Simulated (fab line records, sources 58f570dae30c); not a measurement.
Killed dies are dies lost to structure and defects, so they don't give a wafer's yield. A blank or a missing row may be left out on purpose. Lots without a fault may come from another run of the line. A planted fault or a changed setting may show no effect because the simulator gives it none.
fab line records | flow berkeley_cmos170
record lots=5 wafers=27
route steps=331 shown PWELL@48 ACTIVE@75 PFIELD@87 FIELD@89 SPACER@171 V1@254 M2@272 M3@331
start_h: hours from the record's first day to the start of the lot's first wafer shown | wait_h: hours since the lot's step before | " the same as in the row above | L1.1+2: a row that stands for several wafers | - no value, or no start given | * or withheld: withheld | < > ~ a bound
route shown NAME@n: a module of which the file shows steps, and the number in the route of the first | usual: mean/standard deviation of fault-free wafers | same: alike in all rows | chamber/n: place in a boat | sites: the reading at each site | _std_site: their standard deviation | _edge_site: outer sites' mean less inner sites' | radius_mm: how far each site lies from the wafer's centre | mask NAME#n: copy n | behind: the tool/chamber that last shaped the wafer | hold: why the lot was held/for how many hours/how that ended | device: the transistor (n, p or np) that didn't switch | end of line: the same wafers' tests at the end of the route | a step without rows: its recipe alone | killed: dies lost to structure and defects at the first sort, not the wafer's yield | map: a wafer's dies, x killed, . not, _ none there
set.NAME: the setting as run; set.NAME@STEP: as run at that earlier step | model.NAME: the simulator's own value behind a step, which no gauge read
lots whose settings were changed on purpose; a table a step, a row a wafer
## steps
# step UCB170_PWELL_ETCH_14
# recipe chemistry=CH3F/Ar/O2 target=Si3N4 stop_on=SiO2 CH3F_flow_sccm=20 Ar_flow_sccm=50 O2_flow_sccm=7 pressure_mtorr=50 rf_w=450 target_depth_a=2420 over_etch_frac=0.1 time_s=151
# columns lot.wafer tool chamber start_h wait_h set.time_s model.etch.depth_nm model.KrF_of_PWELL_COAT_08.thk_nm model.SiO2_of_PWELL_OXIDATION_02.thk_nm
L074.1 rie_diel-01 2 58.65 0.0 126.1 202 750.2 23.09
L074.2 " 3 " " 151 - 726.3 22.03
L074.3 " 1 " " 126.1 200.2 753.7 22.78
L074.4 " 0 " " 151 - 723.7 21.95
L074.5 " 1 " " 151 - 723.3 22.25
L074.6 " 0 " " 126.1 201 750 22.36
L079.1 rie_diel-01 1 84.21 0.0 151 218.7 726.3 23.51
L079.2 " 3 " " 151 217 727.1 23.03
L079.3 " 2 " " 151 218.7 724.6 22.79
L081.1 rie_diel-03 3 84.94 0.0 80.64 127.9 797.8 24.95
L081.2 " 0 " " 151 220.6 721.5 23.12
L081.3 " 1 " " 151 - 728.6 23.3
L081.4 " 2 " " 80.64 129.4 800.2 24.85
L081.5 " 3 " " 151 - 723.6 23.06
L081.6 " 2 " " 80.64 - 801.5 24.71
L080.1 rie_diel-01 3 84.97 0.0 88.68 - 791.9 23.87
L080.2 " 2 " " 151 218.5 723.9 22.92
L080.3 " 0 " " 151 - 725.9 22.92
L080.4 " 1 " " 151 216.1 726 22.25
L080.5 " 2 " " 88.68 143.4 790.3 24
L080.6 " 3 " " 88.68 - 791.9 24.47
L083.1 rie_diel-03 0 94.65 0.0 151 - 723.5 22.14
L083.2 " 3 " " 151 220 726.2 22.45
L083.3 " 2 " " 151 - 724.5 22.51
L083.4 " 1 " " 151 220.1 728 21.95
L083.5 " 3 " " 151 - 725.9 22.37
L083.6 " 0 " " 151 218.3 723 22.13
# step UCB170_PWELL_IMPLANT_15
# recipe species=B dose_cm2=5e+12 energy_kev=60 tilt_deg=7
# step UCB170_PWELL_STRIP_16
# recipe chemistry=O2 power_w=400 pressure_mtorr=3500 platen_temp_c=withheld o2_flow_sccm=400 overash_fraction=0.5
# usual strip_time_to_endpoint_s=18.12/0.054
# columns lot.wafer tool chamber start_h wait_h set.time_s@PWELL_ETCH_14 strip_time_to_endpoint_s
L074.1 plasma_asher-01 1 58.90 0.1 126.1 18.69
L074.2 " 0 " " 151 18.14
L074.3 " 1 " " 126.1 18.79
L074.4 " 0 " " 151 18.08
L074.5 " 1 " " 151 18.06
L074.6 " 0 " " 126.1 18.70
L079.1 plasma_asher-01 0 84.46 0.1 151 18.13
L079.2 " 1 " " 151 18.16
L079.3 " 1 " " 151 18.09
L081.1 plasma_asher-04 1 85.19 0.1 80.64 19.86
L081.2 " 0 " " 151 18.00
L081.3 " 0 " " 151 18.19
L081.4 " 1 " " 80.64 19.90
L081.5 " 0 " " 151 18.06
L081.6 " 1 " " 80.64 19.93
L080.1 plasma_asher-01 1 85.22 0.1 88.68 19.70
L080.2 " 0 " " 151 18.08
L080.3 " 0 " " 151 18.12
L080.4 " 1 " " 151 18.13
L080.5 " 0 " " 88.68 19.68
L080.6 " 1 " " 88.68 19.69
L083.1 plasma_asher-01 1 94.90 0.1 151 18.07
L083.2 " 0 " " 151 18.12
L083.3 " 1 " " 151 18.10
L083.4 " 0 " " 151 18.18
L083.5 " 1 " " 151 18.13
L083.6 " 0 " " 151 18.05
# step UCB170_ACTIVE_ETCH_15
# recipe chemistry=CH3F/Ar/O2 target=Si3N4 stop_on=SiO2 CH3F_flow_sccm=20 Ar_flow_sccm=50 O2_flow_sccm=7 pressure_mtorr=50 rf_w=450 target_depth_a=2420 over_etch_frac=0.1 time_s=151
# usual oes_product_au=0.945/0.015
# columns lot.wafer tool chamber start_h wait_h set.target_depth_a oes_product_au model.KrF_of_ACTIVE_COAT_08.thk_nm model.SiO2_of_ACTIVE_OXIDATION_02.thk_nm
L074.1 rie_diel-01 0 92.63 0.0 2420 0.934 723.1 23.36
L074.2 " 3 " " 3108 0.835 681.4 11.61
L074.3 " 2 " " 3108 0.812 677.5 11.6
L074.4 " 1 " " 3108 0.803 681.8 11.74
L074.5 " 3 " " 2420 0.972 727.7 23
L074.6 " 2 " " 2420 0.935 724.5 23.51
L079.1 rie_diel-01 3 120.45 0.0 2420 0.968 726.6 23.52
L079.2 " 1 " " 2420 0.914 722.8 23.05
L079.3 " 0 " " 2420 0.934 724 23.01
L080.1 rie_diel-02 1 120.63 0.0 2420 0.940 724.8 21.06
L080.2 " 0 " " 3672 0.760 644.2 0.6173
L080.3 " 2 " " 3672 0.742 641.4 0.08556
L080.4 " 3 " " 2420 0.945 724.3 21.17
L080.5 " 3 " " 2420 0.935 727.5 21.81
L080.6 " 2 " " 3672 0.739 638.9 0.2936
L081.1 rie_diel-01 0 121.04 0.0 2420 0.940 727.7 23.05
L081.2 " 3 " " 2420 0.967 725.9 23.09
L081.3 " 1 " " 2420 0.931 726.5 23.15
L081.4 " 3 " " 2420 0.966 726.4 23.53
L081.5 " 1 " " 2420 0.928 727.3 23.41
L081.6 " 0 " " 2420 0.925 726.1 23.3
L083.1 rie_diel-04 1 130.15 0.0 2420 0.950 723.3 21.38
L083.2 " 3 " " 2420 0.959 720.5 21.62
L083.3 " 2 " " 3866 0.745 626.8 0
L083.4 " 0 " " 3866 0.742 625.5 0
L083.5 " 1 " " 3866 0.739 623.8 0
L083.6 " 0 " " 2420 0.963 721.7 21.61
# step UCB170_ACTIVE_STRIP_16
# recipe chemistry=O2 power_w=400 pressure_mtorr=3500 platen_temp_c=withheld o2_flow_sccm=400 overash_fraction=0.5
# usual strip_time_to_endpoint_s=18.11/0.057
# columns lot.wafer tool chamber start_h wait_h set.target_depth_a@ACTIVE_ETCH_15 strip_time_to_endpoint_s
L074.1 plasma_asher-03 1 92.73 0.1 2420 18.05
L074.2 " 0 " " 3108 17.06
L074.3 " 1 " " 3108 16.96
L074.4 " 0 " " 3108 17.06
L074.5 " 1 " " 2420 18.17
L074.6 " 0 " " 2420 18.08
L079.1 plasma_asher-01 1 120.55 0.1 2420 18.12
L079.2 " 0 " " 2420 18.06
L079.3 " 0 " " 2420 18.09
L080.1 plasma_asher-03 0 120.73 0.1 2420 18.10
L080.2 " 1 " " 3672 16.16
L080.3 " 0 " " 3672 16.10
L080.4 " 1 " " 2420 18.09
L080.5 " 1 " " 2420 18.16
L080.6 " 0 " " 3672 16.03
L081.1 plasma_asher-01 1 121.14 0.1 2420 18.18
L081.2 " 0 " " 2420 18.11
L081.3 " 1 " " 2420 18.14
L081.4 " 0 " " 2420 18.15
L081.5 " 1 " " 2420 18.15
L081.6 " 0 " " 2420 18.13
L083.1 plasma_asher-01 0 130.27 0.1 2420 18.06
L083.2 " 1 " " 2420 17.99
L083.3 " 1 " " 3866 15.83
L083.4 " 0 " " 3866 15.77
L083.5 " 1 " " 3866 15.74
L083.6 " 0 " " 2420 18.02
# step UCB170_ACTIVE_CLEAN_17
# recipe chemistry=SPM temp_c=120 time_s=600
# step UCB170_PFIELD_STRIP_08
# recipe chemistry=O2 power_w=400 pressure_mtorr=3500 platen_temp_c=withheld o2_flow_sccm=400 overash_fraction=0.5
# step UCB170_FIELD_CLEAN_00
# recipe chemistry=dHF dilution=25:1 time_s=7.5
# columns lot.wafer tool chamber start_h wait_h set.target_depth_a@ACTIVE_ETCH_15 model.SiO2_of_ACTIVE_OXIDATION_02.thk_nm
L074.1 wet_bench-03 3 94.41 0.1 2420 21.91
L074.2 " 3 " " 3108 10.16
L074.3 " 3 " " 3108 10.15
L074.4 " 3 " " 3108 10.29
L074.5 " 3 " " 2420 21.55
L074.6 " 3 " " 2420 22.06
L079.1 wet_bench-04 1 122.13 0.1 2420 22.07
L079.2 " 1 " " 2420 21.6
L079.3 " 1 " " 2420 21.56
L080.1 wet_bench-04 0 122.85 0.1 2420 19.62
L080.2 " 0 " " 3672 0.2889
L080.3 " 0 " " 3672 0.04004
L080.4 " 0 " " 2420 19.72
L080.5 " 0 " " 2420 20.37
L080.6 " 0 " " 3672 0.1374
L081.1 wet_bench-01 3 123.12 0.1 2420 21.58
L081.2 " 3 " " 2420 21.63
L081.3 " 3 " " 2420 21.68
L081.4 " 3 " " 2420 22.07
L081.5 " 3 " " 2420 21.94
L081.6 " 3 " " 2420 21.83
L083.1 wet_bench-01 3 132.64 0.2 2420 19.91
L083.2+6 " 3 " " 2420 20.14
L083.3+4+5 " 3 " " 3866 0
# step UCB170_SPACER_CVD_00
# recipe material=SiO2 target_thk_nm=376 temp_c=390 precursor=TEOS/O2 time_s=47 rf_w=550 pressure_mtorr=9000
# columns lot.wafer tool chamber start_h wait_h set.time_s model.SiO2_of_SPACER_CVD_00.thk_nm
L074.1 pecvd-04 2 149.07 0.0 54.85 441.5
L074.2 " 0 " " 47 372.9
L074.3 " 1 " " 47 377.6
L074.4 " 2 " " 54.85 446.7
L074.5 " 1 " " 54.85 448
L074.6 " 0 " " 47 381.5
L079.1 pecvd-01 0 177.44 0.0 47 376.3
L079.2 " 2 " " 47 376.9
L079.3 " 1 " " 47 376.2
L081.1 pecvd-04 1 177.62 0.0 33.85 275.9
L081.2 " 2 " " 47 380.9
L081.3 " 0 " " 33.85 271.8
L081.4 " 0 " " 47 381.8
L081.5 " 1 " " 47 384.1
L081.6 " 2 " " 33.85 281.5
L080.1 pecvd-03 0 177.81 0.0 47 372.1
L080.2 " 2 " " 22.53 180
L080.3 " 1 " " 47 372.6
L080.4 " 2 " " 22.53 184.3
L080.5 " 1 " " 47 383.1
L080.6 " 0 " " 22.53 184.4
L083.1 pecvd-04 0 188.21 0.0 47 377.4
L083.2 " 1 " " 55.96 453.7
L083.3 " 2 " " 55.96 452
L083.4 " 2 " " 47 385.1
L083.5 " 0 " " 47 381.2
L083.6 " 1 " " 55.96 459.1
# step UCB170_SPACER_THK_MEAS_01
# recipe reads=SiO2_of_SPACER_CVD_00
# usual SPACER_TEOS_THK=379/4.3
# columns lot.wafer tool chamber start_h wait_h set.time_s@SPACER_CVD_00 SPACER_TEOS_THK[nm]
L074.1 film_metro-03 - 149.12 0.0 54.85 442
L074.2 " - " " 47 373
L074.3 " - " " 47 378
L074.4 " - " " 54.85 447
L074.5 " - " " 54.85 448
L074.6 " - " " 47 381
L079.1 film_metro-03 - 177.48 0.0 47 376
L079.2 " - " " 47 377
L079.3 " - " " 47 376
L081.1 film_metro-03 - 177.66 0.0 33.85 276
L081.2 " - " " 47 381
L081.3 " - " " 33.85 272
L081.4 " - " " 47 382
L081.5 " - " " 47 384
L081.6 " - " " 33.85 282
L080.1 film_metro-03 - 177.85 0.0 47 372
L080.2 " - " " 22.53 180
L080.3 " - " " 47 373
L080.4 " - " " 22.53 184
L080.5 " - " " 47 383
L080.6 " - " " 22.53 184
L083.1 film_metro-04 - 188.25 0.0 47 377
L083.2 " - " " 55.96 454
L083.3 " - " " 55.96 452
L083.4 " - " " 47 385
L083.5 " - " " 47 381
L083.6 " - " " 55.96 460
# step UCB170_SPACER_ANNEAL_02
# recipe temp_c=900 time_s=1800 ambient=N2
# step UCB170_SPACER_ETCHBACK_03
# recipe stop_on=Si target=SiO2 chemistry=CHF3/CF4/Ar CHF3_flow_sccm=50 cf4_flow_sccm=10 Ar_flow_sccm=120 pressure_mtorr=200 rf_w=500 target_depth_a=3760 time_s=100
# usual oes_product_au=0.907/0.015
# columns lot.wafer tool chamber start_h wait_h set.time_s@SPACER_CVD_00 oes_product_au model.etch.depth_nm
L074.1 rie_diel-04 0 154.75 0.0 54.85 1.020 437.7
L074.2 " 2 " " 47 0.912 -
L074.3 " 1 " " 47 0.908 377.6
L074.4 " 3 " " 54.85 1.017 -
L074.5 " 0 " " 54.85 1.028 -
L074.6 " 1 " " 47 0.920 381.5
L079.1 rie_diel-03 3 183.79 0.0 47 0.895 376.3
L079.2 " 1 " " 47 0.900 376.9
L079.3 " 2 " " 47 0.881 376.2
L081.1 rie_diel-02 1 183.79 0.0 33.85 0.721 275.9
L081.2 " 0 " " 47 0.923 380.9
L081.3 " 2 " " 33.85 0.701 -
L081.4 " 3 " " 47 0.910 381.8
L081.5 " 1 " " 47 0.894 -
L081.6 " 2 " " 33.85 0.726 -
L080.1 rie_diel-04 2 183.86 0.1 47 0.914 -
L080.2 " 0 " " 22.53 0.563 180
L080.3 " 1 " " 47 0.908 -
L080.4 " 3 " " 22.53 0.569 184.3
L080.5 " 3 " " 47 0.924 383.1
L080.6 " 0 " " 22.53 0.568 -
L083.1 rie_diel-03 2 194.20 0.0 47 0.876 -
L083.2 " 0 " " 55.96 1.013 429.8
L083.3 " 1 " " 55.96 0.983 -
L083.4 " 3 " " 47 0.907 385.1
L083.5 " 3 " " 47 0.911 -
L083.6 " 0 " " 55.96 1.016 434.3
# step UCB170_V1_CVD_00
# recipe material=SiO2 target_thk_nm=2000 temp_c=390 precursor=TEOS/O2 time_s=250 rf_w=550 pressure_mtorr=9000
# columns lot.wafer tool chamber start_h wait_h set.time_s model.SiO2_of_V1_CVD_00.thk_nm
L074.1+3 pecvd-02 0,1 169.28 0.0 157.9 1280
L074.2 " 2 " " 157.9 -
L074.4+5 " 2,1 " " 250 -
L074.6 " 0 " " 250 2055
L079.1 pecvd-02 2 200.72 0.0 250 2000
L079.2 " 0 " " 250 2013
L079.3 " 1 " " 250 1992
L080.1 pecvd-03 2 200.72 0.0 329.1 -
L080.2 " 1 " " 329.1 2653
L080.3+6 " 0 " " 250 -
L080.4 " 1 " " 250 2047
L080.5 " 2 " " 329.1 2710
L081.1 pecvd-04 0 200.72 0.0 250 1977
L081.2 " 1 " " 344.3 2744
L081.3+6 " 2,0 " " 344.3 -
L081.4 " 1 " " 250 2009
L081.5 " 2 " " 250 -
L083.1+3 pecvd-02 1,2 210.56 0.0 250 -
L083.2 " 0 " " 359.9 2848
L083.4 " 0 " " 359.9 2898
L083.5 " 2 " " 359.9 -
L083.6 " 1 " " 250 2012
# step UCB170_V1_THK_MEAS_01
# recipe reads=SiO2_of_V1_CVD_00
# usual V1_TEOS_THK=2018/28
# columns lot.wafer tool chamber start_h wait_h set.time_s@V1_CVD_00 V1_TEOS_THK[nm]
L074.1 film_metro-03 - 169.44 0.1 157.9 1280
L074.2 " - " " 157.9 1288
L074.3 " - " " 157.9 1280
L074.4 " - " " 250 2062
L074.5 " - " " 250 2066
L074.6 " - " " 250 2055
L079.1 film_metro-03 - 200.87 0.1 250 1998
L079.2 " - " " 250 2011
L079.3 " - " " 250 1993
L080.1 film_metro-04 - 200.93 0.1 329.1 2632
L080.2 " - " " 329.1 2652
L080.3 " - " " 250 2029
L080.4 " - " " 250 2046
L080.5 " - " " 329.1 2710
L080.6 " - " " 250 2054
L081.1 film_metro-03 - 200.93 0.1 250 1978
L081.2 " - " " 344.3 2745
L081.3 " - " " 344.3 2729
L081.4 " - " " 250 2009
L081.5 " - " " 250 1974
L081.6 " - " " 344.3 2775
L083.1 film_metro-04 - 210.71 0.1 250 1977
L083.2 " - " " 359.9 2848
L083.3 " - " " 250 1975
L083.4 " - " " 359.9 2899
L083.5 " - " " 359.9 2906
L083.6 " - " " 250 2012
# step UCB170_M2_SPUTTER_01
# recipe material=Al target_thk_nm=900 time_s=120 power_w=6000 chamber_pressure_pa=0.5
# columns lot.wafer tool chamber start_h wait_h set.time_s model.Al_of_M2_SPUTTER_01.thk_nm
L074.1 pvd_sputter-03 - 171.61 0.0 120 894.5
L074.2 " - " " 178.3 1320
L074.3 " - " " 120 887
L074.4 " - " " 178.3 1325
L074.5 " - " " 178.3 1336
L074.6 " - " " 120 889.3
L079.1 pvd_sputter-02 - 203.62 0.0 120 923
L079.2 " - " " 120 918.1
L079.3 " - " " 120 924.5
L080.1 pvd_sputter-03 - 203.74 0.0 90.75 681.3
L080.2 " - " " 120 898.4
L080.3 " - " " 90.75 672.6
L080.4 " - " " 120 897
L080.5 " - " " 120 899.7
L080.6 " - " " 90.75 684.7
L081.1 pvd_sputter-01 - 203.94 0.0 120 895.5
L081.2 " - " " 120 891.3
L081.3 " - " " 71.5 522.4
L081.4 " - " " 120 883.6
L081.5 " - " " 71.5 524.5
L081.6 " - " " 71.5 528.6
L083.1 pvd_sputter-01 - 213.63 0.0 65.84 488
L083.2 " - " " 120 899.1
L083.3 " - " " 65.84 491.3
L083.4 " - " " 120 901.3
L083.5 " - " " 65.84 485.6
L083.6 " - " " 120 899.5
# step UCB170_M2_RS_MEAS_02
# recipe thk_meas_gauge=four-point-probe reads=Al_of_M2_SPUTTER_01
# usual M2_AL_RS=0.0322/0.00035
# columns lot.wafer tool chamber start_h wait_h set.time_s@M2_SPUTTER_01 M2_AL_RS[ohm/sq]
L074.1 film_metro-02 - 171.70 0.0 120 0.0323
L074.2 " - " " 178.3 0.0219
L074.3 " - " " 120 0.0327
L074.4 " - " " 178.3 0.0217
L074.5 " - " " 178.3 0.0216
L074.6 " - " " 120 0.0326
L079.1 film_metro-02 - 203.71 0.0 120 0.0313
L079.2 " - " " 120 0.0316
L079.3 " - " " 120 0.0313
L080.1 film_metro-04 - 203.83 0.0 90.75 0.0425
L080.2 " - " " 120 0.0321
L080.3 " - " " 90.75 0.0429
L080.4 " - " " 120 0.0321
L080.5 " - " " 120 0.0321
L080.6 " - " " 90.75 0.0423
L081.1 film_metro-04 - 204.02 0.0 120 0.0322
L081.2 " - " " 120 0.0323
L081.3 " - " " 71.5 0.0555
L081.4 " - " " 120 0.0327
L081.5 " - " " 71.5 0.0554
L081.6 " - " " 71.5 0.0550
L083.1 film_metro-04 - 213.71 0.0 65.84 0.0597
L083.2 " - " " 120 0.0320
L083.3 " - " " 65.84 0.0592
L083.4 " - " " 120 0.0320
L083.5 " - " " 65.84 0.0600
L083.6 " - " " 120 0.0320
# step UCB170_M2_THK_MEAS_03
# recipe thk_meas_gauge=xrf reads=Al_of_M2_SPUTTER_01
# usual M2_AL_THK=902/11
# columns lot.wafer tool chamber start_h wait_h set.time_s@M2_SPUTTER_01 M2_AL_THK[nm]
L074.1 film_metro-02 - 171.82 0.1 120 894
L074.2 " - " " 178.3 1323
L074.3 " - " " 120 892
L074.4 " - " " 178.3 1335
L074.5 " - " " 178.3 1337
L074.6 " - " " 120 888
L079.1 film_metro-02 - 203.83 0.1 120 930
L079.2 " - " " 120 917
L079.3 " - " " 120 930
L080.1 film_metro-04 - 203.95 0.1 90.75 684
L080.2 " - " " 120 908
L080.3 " - " " 90.75 679
L080.4 " - " " 120 903
L080.5 " - " " 120 912
L080.6 " - " " 90.75 693
L081.1 film_metro-04 - 204.14 0.1 120 903
L081.2 " - " " 120 899
L081.3 " - " " 71.5 524
L081.4 " - " " 120 887
L081.5 " - " " 71.5 531
L081.6 " - " " 71.5 533
L083.1 film_metro-04 - 213.83 0.1 65.84 492
L083.2 " - " " 120 906
L083.3 " - " " 65.84 493
L083.4 " - " " 120 907
L083.5 " - " " 65.84 487
L083.6 " - " " 120 905
# step UCB170_M2_HMDS_04
# recipe prime_time_s=60 prime_temp_c=100
# step UCB170_M2_COAT_05
# recipe resist=KrF spin_rpm=1500 resist_thk_nm=900
# step UCB170_M2_ETCH_17
# recipe chemistry=N2/H2 target_depth_a=withheld overetch_a=withheld target=BARC time_s=withheld source_w=500 bias_w=100 pressure_mtorr=30 n2_flow_sccm=100 h2_flow_sccm=200
# step UCB170_M2_METAL_ETCH_18
# recipe chemistry=Cl2/BCl3 target=Al stop_on=SiO2 pressure_mtorr=12 target_depth_a=11700 over_etch_frac=0.3 time_s=195 icp_w=600 bias_w=120 Cl2_flow_sccm=90 bcl3_flow_sccm=45
# usual oes_product_au=0.844/0.012
# columns lot.wafer tool chamber start_h wait_h set.time_s@M2_SPUTTER_01 oes_product_au
L074.1 rie_metal-02 0 174.28 - 120 0.829
L074.2 " 1 " " 178.3 0.977
L074.3 " 0 " " 120 0.829
L074.4 " 1 " " 178.3 0.978
L074.5 " 1 " " 178.3 0.970
L074.6 " 0 " " 120 0.832
L079.1 rie_metal-03 0 205.97 - 120 0.854
L079.2 " 1 " " 120 0.856
L079.3 " 1 " " 120 0.861
L080.1 rie_metal-01 0 206.70 - 90.75 0.748
L080.2 " 1 " " 120 0.850
L080.3 " 1 " " 90.75 0.723
L080.4 " 0 " " 120 0.861
L080.5 " 0 " " 120 0.858
L080.6 " 1 " " 90.75 0.738
L081.1 rie_metal-02 1 206.82 - 120 0.835
L081.2 " 0 " " 120 0.831
L081.3 " 0 " " 71.5 0.641
L081.4 " 1 " " 120 0.832
L081.5 " 0 " " 71.5 0.642
L081.6 " 1 " " 71.5 0.642
L083.1 rie_metal-03 0 216.03 - 65.84 0.624
L083.2 " 1 " " 120 0.861
L083.3 " 0 " " 65.84 0.620
L083.4 " 1 " " 120 0.856
L083.5 " 0 " " 65.84 0.627
L083.6 " 1 " " 120 0.852
# step UCB170_M3_PROBE_99
# columns lot.wafer tool chamber start_h wait_h set.time_s@SPACER_CVD_00 model.etest.nldd.line_ohm_um model.etest.nldd.rs_ohm_sq model.etest.pldd.line_ohm_um model.etest.pldd.rs_ohm_sq model.etest.pmos_0p35.r_on_ohm_um model.etest.pmos_0p6.r_on_ohm_um
L074.1 prober-02 - 180.49 0.1 54.85 1218 762 1778 1109 4631 8295
L074.2 prober-02 - 180.54 0.1 47 1248 762.3 1820 1088 4410 7999
L074.3 prober-02 - 180.59 0.2 47 1234 759.5 1764 1094 4503 8133
L074.4 prober-02 - 180.64 0.2 54.85 1245 758.4 1816 1111 4677 8433
L074.5 prober-02 - 180.69 0.2 54.85 1223 759.6 1765 1108 4789 8457
L074.6 prober-02 - 180.74 0.2 47 1183 758.5 1730 1095 4558 8208
L079.1 prober-01 - 211.44 0.1 47 1227 748 1804 1101 4646 8459
L079.2 prober-01 - 211.49 0.1 47 1274 757.3 1844 1105 4641 8422
L079.3 prober-01 - 211.54 0.2 47 1235 760 1808 1105 4648 8364
L080.1 prober-02 - 212.72 0.1 47 1208 764.8 1680 1064 4505 8288
L080.2 prober-02 - 212.77 0.1 22.53 6.116 3.645 6.243 3.725 - -
L080.4 prober-02 - 212.87 0.2 22.53 6.014 3.616 5.998 3.697 - -
L080.5 prober-02 - 212.92 0.2 47 1236 764 1761 1107 4671 8536
L080.6 prober-02 - 212.97 0.2 22.53 6.183 3.663 6.253 3.682 - -
L081.1 prober-01 - 212.96 0.1 33.85 149.2 94.95 149.7 94.14 - 5647
L081.2 prober-01 - 213.01 0.1 47 1220 766 1737 1088 4522 8231
L081.3 prober-01 - 213.06 0.2 33.85 138.9 87.16 147.1 91.83 - 5575
L081.5 prober-01 - 213.16 0.2 47 1240 763.1 1739 1102 4519 8221
L081.6 prober-01 - 213.21 0.2 33.85 173.7 107.8 157.5 98.23 - 5688
L083.1 prober-01 - 221.75 0.1 47 1218 772 1734 1079 4500 8206
L083.2 prober-01 - 221.80 0.1 55.96 1223 769.3 1741 1095 4745 8443
L083.3 prober-01 - 221.85 0.2 55.96 1253 777.2 1775 1097 4796 8499
L083.6 prober-01 - 222.00 0.2 55.96 1224 774.3 1711 1094 4779 8463
# killed by level:class
L079.1 SILICIDE:geometric_particle:open=1 V2:geometric_particle:open=1
L079.2 SPACER:geometric_particle:open=3 GATE:geometric_particle:short=2 WELLDRIVE:geometric_particle:short=1 GATE:geometric_particle:open=1 SILICIDE:geometric_particle:open=1
L079.3 SPACER:geometric_particle:short=1
## key
split step=UCB170_PWELL_ETCH_14 setting=time_s stated=151 by=wafer
response step=UCB170_PWELL_ETCH_14 reading=model.etch.depth_nm change=+1.89 per=1% r=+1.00
response step=UCB170_PWELL_ETCH_14 reading=model.KrF_of_PWELL_COAT_08.thk_nm change=-1.61 per=1% r=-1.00
response step=UCB170_PWELL_ETCH_14 reading=model.SiO2_of_PWELL_OXIDATION_02.thk_nm change=-0.0356 per=1% r=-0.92
response step=UCB170_PWELL_STRIP_16 reading=strip_time_to_endpoint_s change=* per=1% r=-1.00
split step=UCB170_ACTIVE_ETCH_15 setting=target_depth_a stated=2420 by=wafer
response step=UCB170_ACTIVE_ETCH_15 reading=oes_product_au change=-0.00376 per=1% r=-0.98
response step=UCB170_ACTIVE_ETCH_15 reading=model.KrF_of_ACTIVE_COAT_08.thk_nm change=-1.61 per=1% r=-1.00
response step=UCB170_ACTIVE_ETCH_15 reading=model.SiO2_of_ACTIVE_OXIDATION_02.thk_nm change=-0.383 per=1% r=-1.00
response step=UCB170_ACTIVE_STRIP_16 reading=strip_time_to_endpoint_s change=* per=1% r=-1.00
response step=UCB170_FIELD_CLEAN_00 reading=model.SiO2_of_ACTIVE_OXIDATION_02.thk_nm change=-0.362 per=1% r=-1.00
split step=UCB170_SPACER_CVD_00 setting=time_s stated=47 by=wafer
response step=UCB170_SPACER_CVD_00 reading=model.SiO2_of_SPACER_CVD_00.thk_nm change=+3.76 per=1% r=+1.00
response step=UCB170_SPACER_THK_MEAS_01 reading=SPACER_TEOS_THK change=+3.76 per=1% r=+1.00
response step=UCB170_SPACER_ETCHBACK_03 reading=oes_product_au change=+0.00663 per=1% r=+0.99
response step=UCB170_SPACER_ETCHBACK_03 reading=model.etch.depth_nm change=+3.69 per=1% r=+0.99
response step=UCB170_M3_PROBE_99 reading=model.etest.pldd.line_ohm_um shape=bent at_lowest=6.165 at_stated=1766 at_highest=1742
response step=UCB170_M3_PROBE_99 reading=model.etest.pmos_0p6.r_on_ohm_um shape=bent at_lowest=5637 at_stated=8279 at_highest=8468
response step=UCB170_M3_PROBE_99 reading=model.etest.nldd.line_ohm_um shape=bent at_lowest=6.104 at_stated=1229 at_highest=1234
response step=UCB170_M3_PROBE_99 reading=model.etest.pldd.rs_ohm_sq shape=bent at_lowest=3.701 at_stated=1093 at_highest=1095
split step=UCB170_V1_CVD_00 setting=time_s stated=250 by=wafer
response step=UCB170_V1_CVD_00 reading=model.SiO2_of_V1_CVD_00.thk_nm change=+20.1 per=1% r=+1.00
response step=UCB170_V1_THK_MEAS_01 reading=V1_TEOS_THK change=+20.4 per=1% r=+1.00
split step=UCB170_M2_SPUTTER_01 setting=time_s stated=120 by=wafer
response step=UCB170_M2_SPUTTER_01 reading=model.Al_of_M2_SPUTTER_01.thk_nm change=+9.04 per=1% r=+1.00
response step=UCB170_M2_RS_MEAS_02 reading=M2_AL_RS change=-0.000446 per=1% r=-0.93
response step=UCB170_M2_THK_MEAS_03 reading=M2_AL_THK change=+9.11 per=1% r=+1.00
response step=UCB170_M2_METAL_ETCH_18 reading=oes_product_au change=+0.00425 per=1% r=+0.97
